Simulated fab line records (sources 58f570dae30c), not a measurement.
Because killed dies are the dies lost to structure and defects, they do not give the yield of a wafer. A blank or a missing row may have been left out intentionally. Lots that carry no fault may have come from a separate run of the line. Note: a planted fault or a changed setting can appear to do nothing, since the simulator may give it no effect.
Which tool is to blame?    flow berkeleyCmos170    46 wafers from 16 lots sampled at 4 of the route's 331 steps

## WHAT EACH GAUGE READ, for each wafer
UCB170_V1_OVL_MEAS_13.
lot   measured      on          V1_OVL (nm)
L493  day 9 10:31   overlay-02  0 0 -3
L495  day 9 11:52   overlay-01  -6 5 -8
L496  day 9 08:55   overlay-01  -3 1 -1
L497  day 9 13:18   overlay-01  -11 -3 -5
L499  day 9 18:25   overlay-02  -1 -1 2
L500  day 10 03:11  overlay-02  4 -5 -7
L503  day 10 22:28  overlay-02  -10 -10 -13
L507  day 11 22:36  overlay-02  0 -6 -2
L508  day 12 17:26  overlay-02  1 3
L509  day 12 17:31  overlay-01  -6 -8 -13
L511  day 12 17:46  overlay-01  -5 0
L510  day 12 17:38  overlay-02  -8 2 -11
L512  day 13 23:32  overlay-02  1 1 2
L513  day 13 23:50  overlay-02  -5 -1 -1
L514  day 14 17:23  overlay-02  -1 2 -8
L515  day 14 17:40  overlay-02  -8 -4 -9

UCB170_M2_OVL_MEAS_16.
lot   measured      on          M2_OVL (nm)
L493  day 9 13:06   overlay-02  10 2 7
L495  day 9 14:29   overlay-01  1 2 5
L496  day 9 11:29   overlay-02  0 3 -1
L497  day 9 16:27   overlay-02  2 8 10
L499  day 9 22:26   overlay-01  -1 0 0
L500  day 10 06:18  overlay-01  -2 -4 -1
L503  day 11 03:23  overlay-01  0 5 10
L507  day 12 02:53  overlay-01  3 -1 -1
L508  day 12 22:37  overlay-01  2 0
L509  day 12 22:51  overlay-01  1 -6 1
L511  day 12 23:13  overlay-01  2 11
L510  day 12 23:05  overlay-02  8 7 2
L512  day 14 03:44  overlay-01  11 5 9
L513  day 14 03:52  overlay-01  -2 1 7
L514  day 14 20:11  overlay-02  6 2 6
L515  day 14 20:21  overlay-02  3 6 8

UCB170_M3_RS_MEAS_02: measures by four-point-probe.
lot   measured      on            M3_AL_RS (ohm/sq)
L493  day 9 16:32   filmMetro-02  0.0321 0.0331 0.0328
L495  day 9 18:05   filmMetro-02  0.0322 0.0320 0.0317
L496  day 9 14:31   filmMetro-02  0.0321 0.0322 0.0316
L497  day 9 20:43   filmMetro-02  0.0321 0.0319 0.0320
L499  day 10 01:21  filmMetro-03  0.0319 0.0319 0.0318
L500  day 10 11:26  filmMetro-02  0.0325 0.0325 0.0330
L503  day 11 08:25  filmMetro-02  0.0315 0.0323 0.0320
L507  day 12 06:01  filmMetro-02  0.0314 0.0322 0.0320
L508  day 13 01:43  filmMetro-02  0.0332 0.0323
L509  day 13 01:56  filmMetro-04  0.0336 0.0324 0.0330
L511  day 13 02:29  filmMetro-04  0.0319 0.0330
L510  day 13 02:12  filmMetro-02  0.0328 0.0321 0.0322
L512  day 14 07:02  filmMetro-04  0.0323 0.0326 0.0325
L513  day 14 07:31  filmMetro-03  0.0321 0.0317 0.0320
L514  day 14 23:28  filmMetro-04  0.0318 0.0313 0.0324
L515  day 14 23:44  filmMetro-02  0.0322 0.0324 0.0327

## EACH LOT AND THE TOOL THAT RAN IT (in order: tool; ch and the chambers of the sampled wafers; start)
lot   UCB170_NSD_CLEAN_11
L493  wetBench-03 ch 2, day 8 21:12
L495  wetBench-03 ch 3, day 8 21:12
L496  wetBench-03 ch 0, day 8 21:12
L497  wetBench-03 ch 3, day 9 00:48
L499  wetBench-03 ch 0, day 9 01:25
L500  wetBench-01 ch 0, day 9 09:43
L503  wetBench-01 ch 1, day 10 07:16
L507  wetBench-01 ch 2, day 11 04:50
L508  wetBench-03 ch 2, day 11 22:23
L509  wetBench-03 ch 0, day 11 22:23
L511  wetBench-03 ch 1, day 11 22:40
L510  wetBench-03 ch 1, day 11 22:50
L512  wetBench-01 ch 2, day 13 06:36
L513  wetBench-01 ch 3, day 13 06:36
L514  wetBench-01 ch 1, day 14 01:59
L515  wetBench-01 ch 3, day 14 01:59
- UCB170_NSD_CLEAN_11: cleans in SPM, time 600 s.

## WHAT THE TOOLS THEMSELVES READ (means of the sampled wafers that have a number; where no wafer has one, the mark that the record gives instead)
The record holds no such reading with a usual standard deviation.

## THE ANSWER, worked out from the rows above alone
Rule: usual is defined by the lots themselves. Put in order of their means at a reading, lots are off if they are a third of the lots or fewer, leave a main group of 4 or more, and stand apart from it by a gap of 3 or more times the standard deviation of the main group's means; of several such gaps the widest counts. A main group whose means are all the same, to the digits that the tables above print for the reading, isn't used. A lot without any number at a reading at which 4 lots or more have one is off too. Where the step has rows for the other lots, those lots are counted as sound. The gauges are gone through in route order, then the tools' own readings, and for those a lot's mean is taken as printed above. The first step at which some lot is off is used, and at that step the reading that is off furthest; a lot without a number counts as furthest.
None of the lots is off at any reading shown; this tells nothing.

## WHAT HAD BEEN PUT IN BY THE SIMULATOR
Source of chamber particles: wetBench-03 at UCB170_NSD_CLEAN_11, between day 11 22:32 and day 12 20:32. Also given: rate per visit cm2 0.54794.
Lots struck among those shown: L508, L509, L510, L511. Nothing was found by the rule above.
